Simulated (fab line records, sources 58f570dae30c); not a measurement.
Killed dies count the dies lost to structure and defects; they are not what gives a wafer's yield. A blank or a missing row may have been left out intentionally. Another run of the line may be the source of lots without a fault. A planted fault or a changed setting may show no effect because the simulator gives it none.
Split-lot study :: flow berkeley cmos170 :: route with 331 steps; 5 lots, 27 wafers read

## THE SPLIT ITSELF
At UCB170_SILICIDE_SPUTTER_01 (material Ti, target thk 30 nm, time 25 s), the setting time s was moved away from the recipe's 25 s on 6 of the 27 wafers read, by -50.6% to +36.1%. The other wafers ran this setting at the recipe's value.

## FROM THE SPLIT ON TO THE READING: in between, the file shows 1 step
- UCB170_SILICIDE_RS_MEAS_02: measures by four-point-probe

## THE READING
SILICIDE_TI_THK, in nm, at UCB170_SILICIDE_THK_MEAS_03 (measures by xrf). A value of 30.24 nm with a standard deviation of 0.29 nm is what fault-free wafers of this fab line usually give.

wafer: L075.1
tool, chamber at the split: pvd sputter-02, -
time s as run, s: 25
against the recipe: recipe
SILICIDE_TI_THK, nm: 30.07
against lot-mates on the recipe: -

wafer: L075.2
tool, chamber at the split: pvd sputter-02, -
time s as run, s: 25
against the recipe: recipe
SILICIDE_TI_THK, nm: 29.91
against lot-mates on the recipe: -

wafer: L075.3
tool, chamber at the split: pvd sputter-02, -
time s as run, s: 25
against the recipe: recipe
SILICIDE_TI_THK, nm: 29.95
against lot-mates on the recipe: -

wafer: L075.4
tool, chamber at the split: pvd sputter-02, -
time s as run, s: 25
against the recipe: recipe
SILICIDE_TI_THK, nm: 30.14
against lot-mates on the recipe: -

wafer: L075.5
tool, chamber at the split: pvd sputter-02, -
time s as run, s: 25
against the recipe: recipe
SILICIDE_TI_THK, nm: 29.99
against lot-mates on the recipe: -

wafer: L075.6
tool, chamber at the split: pvd sputter-02, -
time s as run, s: 25
against the recipe: recipe
SILICIDE_TI_THK, nm: 29.93
against lot-mates on the recipe: -

wafer: L076.1
tool, chamber at the split: pvd sputter-04, -
time s as run, s: 25
against the recipe: recipe
SILICIDE_TI_THK, nm: 30.13
against lot-mates on the recipe: -

wafer: L076.2
tool, chamber at the split: pvd sputter-04, -
time s as run, s: 34.02
against the recipe: +36.1%
SILICIDE_TI_THK, nm: 41.15
against lot-mates on the recipe: +10.96

wafer: L076.3
tool, chamber at the split: pvd sputter-04, -
time s as run, s: 34.02
against the recipe: +36.1%
SILICIDE_TI_THK, nm: 40.70
against lot-mates on the recipe: +10.51

wafer: L076.4
tool, chamber at the split: pvd sputter-04, -
time s as run, s: 34.02
against the recipe: +36.1%
SILICIDE_TI_THK, nm: 40.98
against lot-mates on the recipe: +10.79

wafer: L076.5
tool, chamber at the split: pvd sputter-04, -
time s as run, s: 25
against the recipe: recipe
SILICIDE_TI_THK, nm: 30.01
against lot-mates on the recipe: -

wafer: L076.6
tool, chamber at the split: pvd sputter-04, -
time s as run, s: 25
against the recipe: recipe
SILICIDE_TI_THK, nm: 30.43
against lot-mates on the recipe: -

wafer: L080.1
tool, chamber at the split: pvd sputter-02, -
time s as run, s: 12.34
against the recipe: -50.6%
SILICIDE_TI_THK, nm: 15.35
against lot-mates on the recipe: -15.20

wafer: L080.2
tool, chamber at the split: pvd sputter-02, -
time s as run, s: 12.34
against the recipe: -50.6%
SILICIDE_TI_THK, nm: 15.10
against lot-mates on the recipe: -15.45

wafer: L080.3
tool, chamber at the split: pvd sputter-02, -
time s as run, s: 25
against the recipe: recipe
SILICIDE_TI_THK, nm: 30.34
against lot-mates on the recipe: -

wafer: L080.4
tool, chamber at the split: pvd sputter-02, -
time s as run, s: 25
against the recipe: recipe
SILICIDE_TI_THK, nm: 30.75
against lot-mates on the recipe: -

wafer: L080.5
tool, chamber at the split: pvd sputter-02, -
time s as run, s: 25
against the recipe: recipe
SILICIDE_TI_THK, nm: 30.56
against lot-mates on the recipe: -

wafer: L080.6
tool, chamber at the split: pvd sputter-02, -
time s as run, s: 12.34
against the recipe: -50.6%
SILICIDE_TI_THK, nm: 15.16
against lot-mates on the recipe: -15.39

wafer: L078.2
tool, chamber at the split: pvd sputter-01, -
time s as run, s: 25
against the recipe: recipe
SILICIDE_TI_THK, nm: 30.63
against lot-mates on the recipe: -

wafer: L078.3
tool, chamber at the split: pvd sputter-01, -
time s as run, s: 25
against the recipe: recipe
SILICIDE_TI_THK, nm: 30.37
against lot-mates on the recipe: -

wafer: L078.5
tool, chamber at the split: pvd sputter-01, -
time s as run, s: 25
against the recipe: recipe
SILICIDE_TI_THK, nm: 30.63
against lot-mates on the recipe: -

wafer: L082.1
tool, chamber at the split: pvd sputter-01, -
time s as run, s: 25
against the recipe: recipe
SILICIDE_TI_THK, nm: 30.04
against lot-mates on the recipe: -

wafer: L082.2
tool, chamber at the split: pvd sputter-01, -
time s as run, s: 25
against the recipe: recipe
SILICIDE_TI_THK, nm: 30.06
against lot-mates on the recipe: -

wafer: L082.3
tool, chamber at the split: pvd sputter-01, -
time s as run, s: 25
against the recipe: recipe
SILICIDE_TI_THK, nm: 30.19
against lot-mates on the recipe: -

wafer: L082.4
tool, chamber at the split: pvd sputter-01, -
time s as run, s: 25
against the recipe: recipe
SILICIDE_TI_THK, nm: 29.93
against lot-mates on the recipe: -

wafer: L082.5
tool, chamber at the split: pvd sputter-01, -
time s as run, s: 25
against the recipe: recipe
SILICIDE_TI_THK, nm: 30.13
against lot-mates on the recipe: -

wafer: L082.6
tool, chamber at the split: pvd sputter-01, -
time s as run, s: 25
against the recipe: recipe
SILICIDE_TI_THK, nm: 30.43
against lot-mates on the recipe: -

THE FIT
A straight line over all 27 wafers: SILICIDE_TI_THK changes by +0.297 nm for each +1% of time s; r = +1.00; the points scatter about the line by 0.25 nm.
The same after taking each lot's own level away (the mean of its wafers on the recipe; 27 wafers): +0.301 nm for each +1%; r = +1.00; scatter 0.15 nm.
On that fit, the largest move of time s shifts the reading by 15 nm.
The span of the lots' own levels, 29.998 to 30.550 nm, comes to 1.9 times the standard deviation stated above.
The two slopes agree, so the slope changes little with the lot-to-lot level.
Check: for one of the wafers moved furthest among these (-50.6%), held out of the fit, the line's prediction against its lot-mates is -15.3 nm. Against them it came out at -15.2 nm.

## THESE WAFERS: OTHER SPLITS
These wafers also went through other splits before the reading. Each is held against what the fit with the lots' levels taken away leaves over:
other split on the same wafers: UCB170_NWELL_ETCH_13 target depth a
wafers away from the commonest value: 6
r with SILICIDE_TI_THK (lot level and that fit taken away): -0.01

other split on the same wafers: UCB170_WELLDRIVE_OXIDATION_01 ox time s
wafers away from the commonest value: 21
r with SILICIDE_TI_THK (lot level and that fit taken away): -0.10

other split on the same wafers: UCB170_SPACER_CVD_00 time s
wafers away from the commonest value: 9
r with SILICIDE_TI_THK (lot level and that fit taken away): -0.16

## THE WHOLE CHAIN: every reading that the file lists as answering this split, in the file's order
step: UCB170_SILICIDE_SPUTTER_01
what it does: material Ti, target thk 30 nm, time 25 s
reading: Ti_of_SILICIDE_SPUTTER_01.thk nm (the simulator's own value, which no gauge read)
change (the file's fit): +0.3 nm for each +1% of the setting
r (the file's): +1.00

step: UCB170_SILICIDE_RS_MEAS_02
what it does: measures by four-point-probe
reading: SILICIDE_TI_RS
change (the file's fit): -0.514 for each +1% of the setting
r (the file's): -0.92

step: UCB170_SILICIDE_THK_MEAS_03
what it does: measures by xrf
reading: SILICIDE_TI_THK
change (the file's fit): +0.301 for each +1% of the setting
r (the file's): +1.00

## THE FILE'S OWN FIT
SILICIDE_TI_THK changes by +0.301 nm for each +1% of time s, r = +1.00.
